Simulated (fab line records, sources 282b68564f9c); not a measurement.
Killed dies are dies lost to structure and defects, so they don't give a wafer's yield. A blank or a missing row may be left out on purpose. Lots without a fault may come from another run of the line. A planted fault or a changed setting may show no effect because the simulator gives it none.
Problem report in the 8D (eight disciplines) form, filled by code | flow rit_cmos | the parts of the form that need people (team, actions taken, sign-off) are left out

1. THE PROBLEM
PSD_RS at RIT_SDANNEAL_RS_MEAS_04 reads a mean of 113.00 ohm/sq on 6 wafers of 2 lots; wafers without a fault read 115.89 ohm/sq with a standard deviation of 0.28. That is -10 standard deviations from the usual mean.
The step: measures by four-point-probe.
First seen on wafer L763.2, day 4 15:25, on film_metro-01. The record holds 42 wafers of 14 lots with a number at this step. Rule for "out", or "out of limits": more than 4 standard deviations from the usual mean. The other wafers with a number count as sound.

2. WHAT IT IS AND WHAT IT IS NOT
question                    | is                           | is not
which readings at this step | PSD_RS                       | -
which lots                  | L763, L765                   | L758, L761, L762, L764, L770, L772, L774, L776, L777, L778, L779, L780
which wafers of those lots  | all that have a number       | -
read on which gauges        | film_metro-01, film_metro-02 | film_metro-03
when                        | from day 4 15:25             | up to then (9 sound wafers); but 27 sound wafers of L764, L770, L772, L774, L776, L777, L778, L779, L780 came after

3. SUSPECTS, AND WHAT RULES EACH OUT
Counting: a tool at a process step up to the reading stays a suspect if it ran every lot that is out and no sound lot after the first of them.
- the gauge at RIT_SDANNEAL_RS_MEAS_04: ruled out. The wafers that are out were read on 2 gauges (film_metro-01, film_metro-02).
- rtp_anneal-02 at RIT_SDANNEAL_RTA_03 (time 5 s): ruled out as a lasting fault. Sound lots L777, L779 ran on it after its first lot that is out, L763 (day 4 15:20).
Left after counting: nothing in the record.

4. THE CAUSE (what the simulator had put in)
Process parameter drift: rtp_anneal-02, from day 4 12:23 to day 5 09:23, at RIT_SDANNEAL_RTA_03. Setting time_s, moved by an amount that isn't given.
Counting ruled it out, wrongly: the rule takes a fault to strike every lot that its tool runs from its start on, and this one did not.

5. THE CHAIN OF EFFECTS, in route order
Each row: a reading whose mean over the struck wafers that have a number lies more than 3 standard deviations from the usual. Only readings for which the record gives a usual standard deviation are gone through. hours: the time from each lot's start at the first step in this table that gives one to its start at this step, as a median over the lots. sigmas: the change in usual standard deviations.
hours | step                    | reading | usual         | on struck wafers | change | sigmas
0     | RIT_SDANNEAL_RS_MEAS_04 | PSD_RS  | 115.89 ohm/sq | 113.00           | -2.89  | -10
0     | RIT_SDANNEAL_RS_MEAS_06 | PLDD_RS | 178.6 ohm/sq  | 175.6            | -3.0   | -6.5

6. WHAT WOULD HAVE CAUGHT IT SOONER
In this record the first reading out of limits at a measuring or inspecting step was taken at day 4 15:25, 3 hours after the fault began at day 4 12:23.
Of the tool readings at RIT_SDANNEAL_RTA_03 for which the record gives a usual standard deviation, none was out on any struck wafer, so an alarm limit of 4 standard deviations on them would not have fired.
